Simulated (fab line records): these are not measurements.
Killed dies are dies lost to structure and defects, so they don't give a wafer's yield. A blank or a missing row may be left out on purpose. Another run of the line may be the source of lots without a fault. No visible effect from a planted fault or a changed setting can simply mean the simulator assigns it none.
Split-lot study | flow rit cmos | 23 wafers read across 5 lots, on a route 202 steps long

== THE SPLIT ==
At RIT_SPACER_CVD_03 (deposits Si3N4 from SiH2Cl2/NH3, target thk 250 nm, time 3300 s), the setting sih2cl2 flow sccm was moved away from the recipe's 60 sccm on 15 of the 23 wafers read, by -9.2% to +7.6%. The other wafers ran this setting at the recipe's value.

Split to reading: the file shows no intervening step.

== THE READING ==
Values of SPACER_NITRIDE_THK in nm from RIT_SPACER_THK_MEAS_04. Fault-free wafers of this fab line usually give 249.4 nm, standard deviation 2.5 nm.

wafer  | tool, chamber at the split | sih2cl2 flow sccm as run, sccm | against the recipe | SPACER_NITRIDE_THK, nm | against lot-mates on the recipe
L074.2 | -, -                       | 64.54                          | +7.6%              | 257.4                  | no lot-mate on the recipe
L074.3 | -, -                       | 64.54                          | +7.6%              | 258.0                  | no lot-mate on the recipe
L074.4 | -, -                       | 64.54                          | +7.6%              | 257.9                  | no lot-mate on the recipe
L074.5 | -, -                       | 64.54                          | +7.6%              | 257.3                  | no lot-mate on the recipe
L074.6 | -, -                       | 64.54                          | +7.6%              | 257.8                  | no lot-mate on the recipe
L077.1 | -, -                       | 64.06                          | +6.8%              | 254.1                  | no lot-mate on the recipe
L077.2 | -, -                       | 64.06                          | +6.8%              | 255.4                  | no lot-mate on the recipe
L077.3 | -, -                       | 64.06                          | +6.8%              | 253.9                  | no lot-mate on the recipe
L077.5 | -, -                       | 64.06                          | +6.8%              | 253.5                  | no lot-mate on the recipe
L077.6 | -, -                       | 64.06                          | +6.8%              | 253.2                  | no lot-mate on the recipe
L079.1 | -, -                       | 54.45                          | -9.2%              | 236.4                  | no lot-mate on the recipe
L079.2 | -, -                       | 54.45                          | -9.2%              | 238.9                  | no lot-mate on the recipe
L079.3 | -, -                       | 54.45                          | -9.2%              | 239.5                  | no lot-mate on the recipe
L079.4 | -, -                       | 54.45                          | -9.2%              | 236.8                  | no lot-mate on the recipe
L079.6 | -, -                       | 54.45                          | -9.2%              | 235.4                  | no lot-mate on the recipe
L082.1 | lpcvd-02, 0                | 60                             | recipe             | 250.8                  | -
L082.3 | lpcvd-02, 0                | 60                             | recipe             | 249.5                  | -
L082.4 | lpcvd-02, 0                | 60                             | recipe             | 248.3                  | -
L085.1 | -, -                       | 60                             | recipe             | 249.7                  | -
L085.3 | -, -                       | 60                             | recipe             | 249.7                  | -
L085.4 | -, -                       | 60                             | recipe             | 248.6                  | -
L085.5 | -, -                       | 60                             | recipe             | 248.7                  | -
L085.6 | -, -                       | 60                             | recipe             | 250.0                  | -

FIT RESULTS
A straight line over all 23 wafers: SPACER_NITRIDE_THK changes by +1.11 nm for each +1% of sih2cl2 flow sccm; r = +0.98; the points scatter about the line by 1.6 nm.
Too few moved wafers have a lot-mate on the recipe to fit a line with each lot's own level taken away.

== THE WHOLE CHAIN: every reading that the file lists as answering this split, in the file's order ==
step                   | what it does                                                             | reading                                                                        | change (the file's fit)               | r (the file's)
RIT_SPACER_CVD_03      | deposits Si3N4 from SiH2Cl2/NH3, target thk 250 nm, time 3300 s          | Si3N4_of_SPACER_CVD_03.thk nm (the simulator's own value, which no gauge read) | +1.11 nm for each +1% of the setting  | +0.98
RIT_SPACER_THK_MEAS_04 |                                                                          | SPACER_NITRIDE_THK                                                             | +1.11 for each +1% of the setting     | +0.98
RIT_SPACER_ETCHBACK_05 | etches Si3N4 in SF6/CHF3, stops on SiO2, target depth 250 nm, time 240 s | etch.depth nm (the simulator's own value, which no gauge read)                 | +1.11 nm for each +1% of the setting  | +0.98
RIT_SPACER_ETCHBACK_05 | etches Si3N4 in SF6/CHF3, stops on SiO2, target depth 250 nm, time 240 s | Si3N4_of_SPACER_CVD_03.thk nm (the simulator's own value, which no gauge read) | +0.805 nm for each +1% of the setting | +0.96

== THE FILE'S OWN FIT ==
SPACER_NITRIDE_THK changes by +1.11 nm for each +1% of sih2cl2 flow sccm, r = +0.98.
